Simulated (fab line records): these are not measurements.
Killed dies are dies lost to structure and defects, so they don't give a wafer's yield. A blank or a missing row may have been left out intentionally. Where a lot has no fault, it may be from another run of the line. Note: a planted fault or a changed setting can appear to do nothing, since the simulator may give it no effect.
fab line records / flow berkeleyCmos170
[record] lots = 15 wafers = 45 lastDay = 13
route steps=331 shown NLDD@209 V2@305 M3@323
lots that met no fault: taken from a fault-free run of the same line
startH: hours from the record's first day to the start of the lot's first wafer shown / waitH: hours since the lot's step before / " as in the row above / L1.1+2: a row that stands for several wafers / - no value, or no start given / * or withheld: withheld / < > ~ a bound
route shown NAME@n: NAME is a module with steps in the file, n the number in the route of the first one / usual: mean and standard deviation over wafers with no fault / same: alike in all rows / chamber/n: place in a boat / sites: readings site by site / _std_site: the values' standard deviation / _edge_site: outer sites' mean less inner sites' / radiusMm: for every site, how far away it sits from the centre of the wafer / mask NAME#n: copy n / behind: the tool/chamber that last shaped the wafer / hold: why the lot went on hold/how many hours it stayed there/how the hold came to an end / device: transistor that didn't switch, given as n, p or np / end of line: the route-end tests of the same wafers / a step given without rows: its recipe and nothing more / killed: dies lost to structure and defects at the first sort, not the wafer's yield / map: a wafer's dies, x killed, . not, _ none there
set.NAME: the run value of the setting; set.NAME@STEP: its run value at that earlier step / model.NAME: the simulator's own value behind a step, which no gauge read
the route's steps for a sample of lots (tables are steps, rows are wafers)
[[steps]]
[step UCB170_SDANNEAL_RS_MEAS_05]
[recipe] thkMeasGauge = four-point-probe
[usual] NLDD_RS = 616.5/1.5
lot.wafer=L856.1 tool=filmMetro-03 chamber=- startH=196.93 waitH=0.1 NLDD_RS[ohm/sq]=615.7
lot.wafer=L856.2 tool=filmMetro-03 chamber=- startH=196.93 waitH=0.1 NLDD_RS[ohm/sq]=615.5
lot.wafer=L856.5 tool=filmMetro-03 chamber=- startH=196.93 waitH=0.1 NLDD_RS[ohm/sq]=614.2
lot.wafer=L858.2 tool=filmMetro-04 chamber=- startH=211.32 waitH=0.1 NLDD_RS[ohm/sq]=617.0
lot.wafer=L858.5 tool=filmMetro-04 chamber=- startH=211.32 waitH=0.1 NLDD_RS[ohm/sq]=615.8
lot.wafer=L858.6 tool=filmMetro-04 chamber=- startH=211.32 waitH=0.1 NLDD_RS[ohm/sq]=617.4
lot.wafer=L861.1 tool=filmMetro-03 chamber=- startH=231.00 waitH=0.1 NLDD_RS[ohm/sq]=617.9
lot.wafer=L861.2 tool=filmMetro-03 chamber=- startH=231.00 waitH=0.1 NLDD_RS[ohm/sq]=616.8
lot.wafer=L861.5 tool=filmMetro-03 chamber=- startH=231.00 waitH=0.1 NLDD_RS[ohm/sq]=615.5
lot.wafer=L860.3 tool=filmMetro-01 chamber=- startH=231.05 waitH=0.1 NLDD_RS[ohm/sq]=615.7
lot.wafer=L860.4 tool=filmMetro-01 chamber=- startH=231.05 waitH=0.1 NLDD_RS[ohm/sq]=615.9
lot.wafer=L860.6 tool=filmMetro-01 chamber=- startH=231.05 waitH=0.1 NLDD_RS[ohm/sq]=615.6
lot.wafer=L862.3 tool=filmMetro-04 chamber=- startH=231.50 waitH=0.1 NLDD_RS[ohm/sq]=617.9
lot.wafer=L862.4 tool=filmMetro-04 chamber=- startH=231.50 waitH=0.1 NLDD_RS[ohm/sq]=616.2
lot.wafer=L862.5 tool=filmMetro-04 chamber=- startH=231.50 waitH=0.1 NLDD_RS[ohm/sq]=617.1
lot.wafer=L859.1 tool=filmMetro-03 chamber=- startH=231.96 waitH=0.1 NLDD_RS[ohm/sq]=616.9
lot.wafer=L859.4 tool=filmMetro-03 chamber=- startH=231.96 waitH=0.1 NLDD_RS[ohm/sq]=614.3
lot.wafer=L859.5 tool=filmMetro-03 chamber=- startH=231.96 waitH=0.1 NLDD_RS[ohm/sq]=616.9
lot.wafer=L864.1 tool=filmMetro-03 chamber=- startH=246.04 waitH=0.1 NLDD_RS[ohm/sq]=616.7
lot.wafer=L864.2 tool=filmMetro-03 chamber=- startH=246.04 waitH=0.1 NLDD_RS[ohm/sq]=618.8
lot.wafer=L864.5 tool=filmMetro-03 chamber=- startH=246.04 waitH=0.1 NLDD_RS[ohm/sq]=617.5
lot.wafer=L870.2 tool=filmMetro-04 chamber=- startH=257.27 waitH=0.1 NLDD_RS[ohm/sq]=617.0
lot.wafer=L870.4 tool=filmMetro-04 chamber=- startH=257.27 waitH=0.1 NLDD_RS[ohm/sq]=618.2
lot.wafer=L870.5 tool=filmMetro-04 chamber=- startH=257.27 waitH=0.1 NLDD_RS[ohm/sq]=618.3
lot.wafer=L869.3 tool=filmMetro-01 chamber=- startH=258.46 waitH=0.1 NLDD_RS[ohm/sq]=616.5
lot.wafer=L869.4 tool=filmMetro-01 chamber=- startH=258.46 waitH=0.1 NLDD_RS[ohm/sq]=617.0
lot.wafer=L869.5 tool=filmMetro-01 chamber=- startH=258.46 waitH=0.1 NLDD_RS[ohm/sq]=618.5
lot.wafer=L872.3 tool=filmMetro-04 chamber=- startH=267.50 waitH=0.1 NLDD_RS[ohm/sq]=618.1
lot.wafer=L872.4 tool=filmMetro-04 chamber=- startH=267.50 waitH=0.1 NLDD_RS[ohm/sq]=619.4
lot.wafer=L872.6 tool=filmMetro-04 chamber=- startH=267.50 waitH=0.1 NLDD_RS[ohm/sq]=620.3
lot.wafer=L873.2 tool=filmMetro-03 chamber=- startH=267.77 waitH=0.1 NLDD_RS[ohm/sq]=614.4
lot.wafer=L873.3 tool=filmMetro-03 chamber=- startH=267.77 waitH=0.1 NLDD_RS[ohm/sq]=615.1
lot.wafer=L873.6 tool=filmMetro-03 chamber=- startH=267.77 waitH=0.1 NLDD_RS[ohm/sq]=612.5
lot.wafer=L871.2 tool=filmMetro-01 chamber=- startH=267.95 waitH=0.1 NLDD_RS[ohm/sq]=617.2
lot.wafer=L871.3 tool=filmMetro-01 chamber=- startH=267.95 waitH=0.1 NLDD_RS[ohm/sq]=617.4
lot.wafer=L871.4 tool=filmMetro-01 chamber=- startH=267.95 waitH=0.1 NLDD_RS[ohm/sq]=616.4
lot.wafer=L876.1 tool=filmMetro-04 chamber=- startH=287.85 waitH=0.1 NLDD_RS[ohm/sq]=616.5
lot.wafer=L876.2 tool=filmMetro-04 chamber=- startH=287.85 waitH=0.1 NLDD_RS[ohm/sq]=616.7
lot.wafer=L876.5 tool=filmMetro-04 chamber=- startH=287.85 waitH=0.1 NLDD_RS[ohm/sq]=617.7
lot.wafer=L877.1 tool=filmMetro-03 chamber=- startH=297.61 waitH=0.1 NLDD_RS[ohm/sq]=617.4
lot.wafer=L877.2 tool=filmMetro-03 chamber=- startH=297.61 waitH=0.1 NLDD_RS[ohm/sq]=614.5
lot.wafer=L877.3 tool=filmMetro-03 chamber=- startH=297.61 waitH=0.1 NLDD_RS[ohm/sq]=615.1
lot.wafer=L878.1 tool=filmMetro-01 chamber=- startH=300.87 waitH=0.1 NLDD_RS[ohm/sq]=615.8
lot.wafer=L878.2 tool=filmMetro-01 chamber=- startH=300.87 waitH=0.1 NLDD_RS[ohm/sq]=617.1
lot.wafer=L878.3 tool=filmMetro-01 chamber=- startH=300.87 waitH=0.1 NLDD_RS[ohm/sq]=616.2
[step UCB170_V2_OVL_MEAS_13]
[usual] V2_OVL = -1/5.1
lot.wafer=L856.1 tool=overlay-01 chamber=- startH=212.38 waitH=0.1 V2_OVL[nm]=-1
lot.wafer=L856.2 tool=overlay-01 chamber=- startH=212.38 waitH=0.1 V2_OVL[nm]=-4
lot.wafer=L856.5 tool=overlay-01 chamber=- startH=212.38 waitH=0.1 V2_OVL[nm]=3
lot.wafer=L858.2 tool=overlay-01 chamber=- startH=232.93 waitH=0.1 V2_OVL[nm]=-4
lot.wafer=L858.5 tool=overlay-01 chamber=- startH=232.93 waitH=0.1 V2_OVL[nm]=-6
lot.wafer=L858.6 tool=overlay-01 chamber=- startH=232.93 waitH=0.1 V2_OVL[nm]=-10
lot.wafer=L861.1 tool=overlay-02 chamber=- startH=249.69 waitH=0.1 V2_OVL[nm]=-6
lot.wafer=L861.2 tool=overlay-02 chamber=- startH=249.69 waitH=0.1 V2_OVL[nm]=-3
lot.wafer=L861.5 tool=overlay-02 chamber=- startH=249.69 waitH=0.1 V2_OVL[nm]=-2
lot.wafer=L860.3 tool=overlay-02 chamber=- startH=251.05 waitH=0.1 V2_OVL[nm]=-2
lot.wafer=L860.4 tool=overlay-02 chamber=- startH=251.05 waitH=0.1 V2_OVL[nm]=-6
lot.wafer=L860.6 tool=overlay-02 chamber=- startH=251.05 waitH=0.1 V2_OVL[nm]=-3
lot.wafer=L862.3 tool=overlay-02 chamber=- startH=257.85 waitH=0.1 V2_OVL[nm]=7
lot.wafer=L862.4 tool=overlay-02 chamber=- startH=257.85 waitH=0.1 V2_OVL[nm]=10
lot.wafer=L862.5 tool=overlay-02 chamber=- startH=257.85 waitH=0.1 V2_OVL[nm]=4
lot.wafer=L859.1 tool=overlay-01 chamber=- startH=257.94 waitH=0.1 V2_OVL[nm]=-2
lot.wafer=L859.4 tool=overlay-01 chamber=- startH=257.94 waitH=0.1 V2_OVL[nm]=0
lot.wafer=L859.5 tool=overlay-01 chamber=- startH=257.94 waitH=0.1 V2_OVL[nm]=0
lot.wafer=L864.1 tool=overlay-02 chamber=- startH=269.08 waitH=0.1 V2_OVL[nm]=9
lot.wafer=L864.2 tool=overlay-02 chamber=- startH=269.08 waitH=0.1 V2_OVL[nm]=0
lot.wafer=L864.5 tool=overlay-02 chamber=- startH=269.08 waitH=0.1 V2_OVL[nm]=1
lot.wafer=L870.2 tool=overlay-02 chamber=- startH=281.94 waitH=0.1 V2_OVL[nm]=-1
lot.wafer=L870.4 tool=overlay-02 chamber=- startH=281.94 waitH=0.1 V2_OVL[nm]=-1
lot.wafer=L870.5 tool=overlay-02 chamber=- startH=281.94 waitH=0.1 V2_OVL[nm]=-1
lot.wafer=L869.3 tool=overlay-01 chamber=- startH=287.96 waitH=0.1 V2_OVL[nm]=-9
lot.wafer=L869.4 tool=overlay-01 chamber=- startH=287.96 waitH=0.1 V2_OVL[nm]=-4
lot.wafer=L869.5 tool=overlay-01 chamber=- startH=287.96 waitH=0.1 V2_OVL[nm]=-1
lot.wafer=L872.3 tool=overlay-02 chamber=- startH=288.61 waitH=0.1 V2_OVL[nm]=0
lot.wafer=L872.4 tool=overlay-02 chamber=- startH=288.61 waitH=0.1 V2_OVL[nm]=-3
lot.wafer=L872.6 tool=overlay-02 chamber=- startH=288.61 waitH=0.1 V2_OVL[nm]=-2
lot.wafer=L873.2 tool=overlay-01 chamber=- startH=289.79 waitH=0.1 V2_OVL[nm]=1
lot.wafer=L873.3 tool=overlay-01 chamber=- startH=289.79 waitH=0.1 V2_OVL[nm]=-3
lot.wafer=L873.6 tool=overlay-01 chamber=- startH=289.79 waitH=0.1 V2_OVL[nm]=-1
lot.wafer=L871.2 tool=overlay-02 chamber=- startH=290.96 waitH=0.1 V2_OVL[nm]=-2
lot.wafer=L871.3 tool=overlay-02 chamber=- startH=290.96 waitH=0.1 V2_OVL[nm]=3
lot.wafer=L871.4 tool=overlay-02 chamber=- startH=290.96 waitH=0.1 V2_OVL[nm]=-4
lot.wafer=L876.1 tool=overlay-02 chamber=- startH=310.16 waitH=0.1 V2_OVL[nm]=14
lot.wafer=L876.2 tool=overlay-02 chamber=- startH=310.16 waitH=0.1 V2_OVL[nm]=14
lot.wafer=L876.5 tool=overlay-02 chamber=- startH=310.16 waitH=0.1 V2_OVL[nm]=14
lot.wafer=L877.1 tool=overlay-01 chamber=- startH=315.22 waitH=0.1 V2_OVL[nm]=-1
lot.wafer=L877.2 tool=overlay-01 chamber=- startH=315.22 waitH=0.1 V2_OVL[nm]=-2
lot.wafer=L877.3 tool=overlay-01 chamber=- startH=315.22 waitH=0.1 V2_OVL[nm]=-3
lot.wafer=L878.1 tool=overlay-02 chamber=- startH=319.43 waitH=0.1 V2_OVL[nm]=1
lot.wafer=L878.2 tool=overlay-02 chamber=- startH=319.43 waitH=0.1 V2_OVL[nm]=0
lot.wafer=L878.3 tool=overlay-02 chamber=- startH=319.43 waitH=0.1 V2_OVL[nm]=-3
[step UCB170_M3_DEVELOP_14]
[recipe] developer = TMAH developTimeS = 45 resist = KrF devTempC = 21
[usual] chillPlateTempC = 23.02/0.11 developTimeS = 45/0
lot.wafer=L856.1 tool=lithoTrack-01 chamber=0 startH=218 waitH=- chillPlateTempC=23.15 developTimeS=45
lot.wafer=L856.2 tool=lithoTrack-01 chamber=0 startH=218 waitH=- chillPlateTempC=23.11 developTimeS=45
lot.wafer=L856.5 tool=lithoTrack-01 chamber=0 startH=218 waitH=- chillPlateTempC=23.10 developTimeS=45
lot.wafer=L858.2 tool=lithoTrack-01 chamber=0 startH=237 waitH=- chillPlateTempC=23.02 developTimeS=45
lot.wafer=L858.5 tool=lithoTrack-01 chamber=0 startH=237 waitH=- chillPlateTempC=23.00 developTimeS=45
lot.wafer=L858.6 tool=lithoTrack-01 chamber=0 startH=237 waitH=- chillPlateTempC=23.01 developTimeS=45
lot.wafer=L861.1 tool=lithoTrack-03 chamber=0 startH=254 waitH=- chillPlateTempC=22.95 developTimeS=45
lot.wafer=L861.2 tool=lithoTrack-03 chamber=0 startH=254 waitH=- chillPlateTempC=23.09 developTimeS=45
lot.wafer=L861.5 tool=lithoTrack-03 chamber=0 startH=254 waitH=- chillPlateTempC=23.21 developTimeS=45
lot.wafer=L860.3 tool=lithoTrack-03 chamber=0 startH=256 waitH=- chillPlateTempC=22.81 developTimeS=45
lot.wafer=L860.4 tool=lithoTrack-03 chamber=0 startH=256 waitH=- chillPlateTempC=23.01 developTimeS=45
lot.wafer=L860.6 tool=lithoTrack-03 chamber=0 startH=256 waitH=- chillPlateTempC=22.94 developTimeS=45
lot.wafer=L862.3 tool=lithoTrack-01 chamber=- startH=261 waitH=- chillPlateTempC=- developTimeS=-
lot.wafer=L862.4 tool=lithoTrack-01 chamber=- startH=261 waitH=- chillPlateTempC=- developTimeS=-
lot.wafer=L862.5 tool=lithoTrack-01 chamber=- startH=261 waitH=- chillPlateTempC=- developTimeS=-
lot.wafer=L859.1 tool=lithoTrack-03 chamber=- startH=262 waitH=- chillPlateTempC=- developTimeS=-
lot.wafer=L859.4 tool=lithoTrack-03 chamber=- startH=262 waitH=- chillPlateTempC=- developTimeS=-
lot.wafer=L859.5 tool=lithoTrack-03 chamber=- startH=262 waitH=- chillPlateTempC=- developTimeS=-
lot.wafer=L864.1 tool=lithoTrack-03 chamber=- startH=272 waitH=- chillPlateTempC=- developTimeS=-
lot.wafer=L864.2 tool=lithoTrack-03 chamber=- startH=272 waitH=- chillPlateTempC=- developTimeS=-
lot.wafer=L864.5 tool=lithoTrack-03 chamber=- startH=272 waitH=- chillPlateTempC=- developTimeS=-
lot.wafer=L870.2 tool=lithoTrack-03 chamber=0 startH=285 waitH=- chillPlateTempC=23.07 developTimeS=45
lot.wafer=L870.4 tool=lithoTrack-03 chamber=0 startH=285 waitH=- chillPlateTempC=23.07 developTimeS=45
lot.wafer=L870.5 tool=lithoTrack-03 chamber=0 startH=286 waitH=- chillPlateTempC=23.15 developTimeS=45
lot.wafer=L869.3 tool=lithoTrack-04 chamber=0 startH=293 waitH=- chillPlateTempC=22.97 developTimeS=45
lot.wafer=L869.4 tool=lithoTrack-04 chamber=0 startH=293 waitH=- chillPlateTempC=23.13 developTimeS=45
lot.wafer=L869.5 tool=lithoTrack-04 chamber=0 startH=293 waitH=- chillPlateTempC=22.93 developTimeS=45
lot.wafer=L872.3 tool=lithoTrack-01 chamber=0 startH=294 waitH=- chillPlateTempC=23.07 developTimeS=45
lot.wafer=L872.4 tool=lithoTrack-01 chamber=0 startH=294 waitH=- chillPlateTempC=23.05 developTimeS=45
lot.wafer=L872.6 tool=lithoTrack-01 chamber=0 startH=294 waitH=- chillPlateTempC=23.15 developTimeS=45
lot.wafer=L873.2 tool=lithoTrack-01 chamber=0 startH=294 waitH=- chillPlateTempC=23.05 developTimeS=45
lot.wafer=L873.3 tool=lithoTrack-01 chamber=0 startH=294 waitH=- chillPlateTempC=22.96 developTimeS=45
lot.wafer=L873.6 tool=lithoTrack-01 chamber=0 startH=294 waitH=- chillPlateTempC=23.02 developTimeS=45
lot.wafer=L871.2 tool=lithoTrack-01 chamber=0 startH=296 waitH=- chillPlateTempC=22.97 developTimeS=45
lot.wafer=L871.3 tool=lithoTrack-01 chamber=0 startH=296 waitH=- chillPlateTempC=23.03 developTimeS=45
lot.wafer=L871.4 tool=lithoTrack-01 chamber=0 startH=296 waitH=- chillPlateTempC=22.95 developTimeS=45
lot.wafer=L876.1 tool=lithoTrack-03 chamber=0 startH=312 waitH=- chillPlateTempC=23.12 developTimeS=45
lot.wafer=L876.2 tool=lithoTrack-03 chamber=0 startH=312 waitH=- chillPlateTempC=23.29 developTimeS=45
lot.wafer=L876.5 tool=lithoTrack-03 chamber=0 startH=312 waitH=- chillPlateTempC=23.19 developTimeS=45
lot.wafer=L877.1 tool=lithoTrack-03 chamber=0 startH=317 waitH=- chillPlateTempC=22.91 developTimeS=45
lot.wafer=L877.2 tool=lithoTrack-03 chamber=0 startH=317 waitH=- chillPlateTempC=22.99 developTimeS=45
lot.wafer=L877.3 tool=lithoTrack-03 chamber=0 startH=318 waitH=- chillPlateTempC=23.14 developTimeS=45
lot.wafer=L878.1 tool=lithoTrack-03 chamber=0 startH=321 waitH=- chillPlateTempC=23.17 developTimeS=45
lot.wafer=L878.2 tool=lithoTrack-03 chamber=0 startH=321 waitH=- chillPlateTempC=23.24 developTimeS=45
lot.wafer=L878.3 tool=lithoTrack-03 chamber=0 startH=322 waitH=- chillPlateTempC=23.30 developTimeS=45
[step UCB170_M3_BOW_MEAS_20]
[recipe] mode = bow
[usual] M3_BOW = 35/7.5
lot.wafer=L856.1 tool=filmMetro-03 chamber=- startH=218.74 waitH=0.1 M3_BOW[um]=28
lot.wafer=L856.2 tool=filmMetro-03 chamber=- startH=218.74 waitH=0.1 M3_BOW[um]=26
lot.wafer=L856.5 tool=filmMetro-03 chamber=- startH=218.74 waitH=0.1 M3_BOW[um]=24
lot.wafer=L858.2 tool=filmMetro-03 chamber=- startH=238.46 waitH=0.1 M3_BOW[um]=49
lot.wafer=L858.5 tool=filmMetro-03 chamber=- startH=238.46 waitH=0.1 M3_BOW[um]=45
lot.wafer=L858.6 tool=filmMetro-03 chamber=- startH=238.46 waitH=0.1 M3_BOW[um]=24
lot.wafer=L861.1 tool=filmMetro-03 chamber=- startH=255.67 waitH=0.1 M3_BOW[um]=39
lot.wafer=L861.2 tool=filmMetro-03 chamber=- startH=255.67 waitH=0.1 M3_BOW[um]=42
lot.wafer=L861.5 tool=filmMetro-03 chamber=- startH=255.67 waitH=0.1 M3_BOW[um]=32
lot.wafer=L860.3 tool=filmMetro-03 chamber=- startH=256.96 waitH=0.1 M3_BOW[um]=31
lot.wafer=L860.4 tool=filmMetro-03 chamber=- startH=256.96 waitH=0.1 M3_BOW[um]=37
lot.wafer=L860.6 tool=filmMetro-03 chamber=- startH=256.96 waitH=0.1 M3_BOW[um]=30
lot.wafer=L862.3 tool=filmMetro-03 chamber=- startH=262.42 waitH=0.1 M3_BOW[um]=25
lot.wafer=L862.4 tool=filmMetro-03 chamber=- startH=262.42 waitH=0.1 M3_BOW[um]=40
lot.wafer=L862.5 tool=filmMetro-03 chamber=- startH=262.42 waitH=0.1 M3_BOW[um]=35
lot.wafer=L859.1 tool=filmMetro-01 chamber=- startH=262.87 waitH=0.1 M3_BOW[um]=37
lot.wafer=L859.4 tool=filmMetro-01 chamber=- startH=262.87 waitH=0.1 M3_BOW[um]=32
lot.wafer=L859.5 tool=filmMetro-01 chamber=- startH=262.87 waitH=0.1 M3_BOW[um]=30
lot.wafer=L864.1 tool=filmMetro-04 chamber=- startH=273.38 waitH=0.1 M3_BOW[um]=29
lot.wafer=L864.2 tool=filmMetro-04 chamber=- startH=273.38 waitH=0.1 M3_BOW[um]=33
lot.wafer=L864.5 tool=filmMetro-04 chamber=- startH=273.38 waitH=0.1 M3_BOW[um]=26
lot.wafer=L870.2 tool=filmMetro-01 chamber=- startH=286.67 waitH=0.1 M3_BOW[um]=37
lot.wafer=L870.4 tool=filmMetro-01 chamber=- startH=286.67 waitH=0.1 M3_BOW[um]=39
lot.wafer=L870.5 tool=filmMetro-01 chamber=- startH=286.67 waitH=0.1 M3_BOW[um]=27
lot.wafer=L869.3 tool=filmMetro-01 chamber=- startH=294.11 waitH=0.1 M3_BOW[um]=42
lot.wafer=L869.4 tool=filmMetro-01 chamber=- startH=294.11 waitH=0.1 M3_BOW[um]=54
lot.wafer=L869.5 tool=filmMetro-01 chamber=- startH=294.11 waitH=0.1 M3_BOW[um]=52
lot.wafer=L872.3 tool=filmMetro-01 chamber=- startH=294.91 waitH=0.1 M3_BOW[um]=44
lot.wafer=L872.4 tool=filmMetro-01 chamber=- startH=294.91 waitH=0.1 M3_BOW[um]=40
lot.wafer=L872.6 tool=filmMetro-01 chamber=- startH=294.91 waitH=0.1 M3_BOW[um]=46
lot.wafer=L873.2 tool=filmMetro-04 chamber=- startH=295.49 waitH=0.1 M3_BOW[um]=36
lot.wafer=L873.3 tool=filmMetro-04 chamber=- startH=295.49 waitH=0.1 M3_BOW[um]=48
lot.wafer=L873.6 tool=filmMetro-04 chamber=- startH=295.49 waitH=0.1 M3_BOW[um]=38
lot.wafer=L871.2 tool=filmMetro-04 chamber=- startH=297.09 waitH=0.1 M3_BOW[um]=39
lot.wafer=L871.3 tool=filmMetro-04 chamber=- startH=297.09 waitH=0.1 M3_BOW[um]=38
lot.wafer=L871.4 tool=filmMetro-04 chamber=- startH=297.09 waitH=0.1 M3_BOW[um]=41
lot.wafer=L876.1 tool=filmMetro-04 chamber=- startH=313.62 waitH=0.1 M3_BOW[um]=29
lot.wafer=L876.2 tool=filmMetro-04 chamber=- startH=313.62 waitH=0.1 M3_BOW[um]=36
lot.wafer=L876.5 tool=filmMetro-04 chamber=- startH=313.62 waitH=0.1 M3_BOW[um]=39
lot.wafer=L877.1 tool=filmMetro-04 chamber=- startH=319.04 waitH=0.3 M3_BOW[um]=28
lot.wafer=L877.2 tool=filmMetro-04 chamber=- startH=319.04 waitH=0.3 M3_BOW[um]=31
lot.wafer=L877.3 tool=filmMetro-04 chamber=- startH=319.04 waitH=0.3 M3_BOW[um]=41
lot.wafer=L878.1 tool=filmMetro-04 chamber=- startH=322.93 waitH=0.2 M3_BOW[um]=45
lot.wafer=L878.2 tool=filmMetro-04 chamber=- startH=322.93 waitH=0.2 M3_BOW[um]=17
lot.wafer=L878.3 tool=filmMetro-04 chamber=- startH=322.93 waitH=0.2 M3_BOW[um]=35
[[key]]
[firstSign] step = UCB170_M3_DEVELOP_14 reading = toolRecord direction = missing
effect none on later readings
metAt UCB170_M3_DEVELOP_14
struckLots L859,L862,L864
laterRowsLeftOut L859.1,L859.4,L859.5,L862.3,L862.4,L862.5,L864.1,L864.2,L864.5
sortLeftOut L859.1,L859.4,L859.5,L862.3,L862.4,L862.5,L864.1,L864.2,L864.5
notActingAt UCB170_SDANNEAL_RS_MEAS_05,UCB170_V2_OVL_MEAS_13,UCB170_M3_BOW_MEAS_20
onsetBetween 256 261
[fault] kind = skippedStepWhole tool = lithoTrack-01,lithoTrack-03 chamber = - onsetH = 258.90 steps = UCB170_M3_DEVELOP_14 scope = struckLotsOnly
// sortLeftOut: the simulated sort isn't trusted on such a fault, so these wafers' sort isn't shown, and their yield isn't known
// laterRowsLeftOut: the simulator's readings of these wafers behind a module that went badly wrong aren't trusted and aren't shown, but for the sort
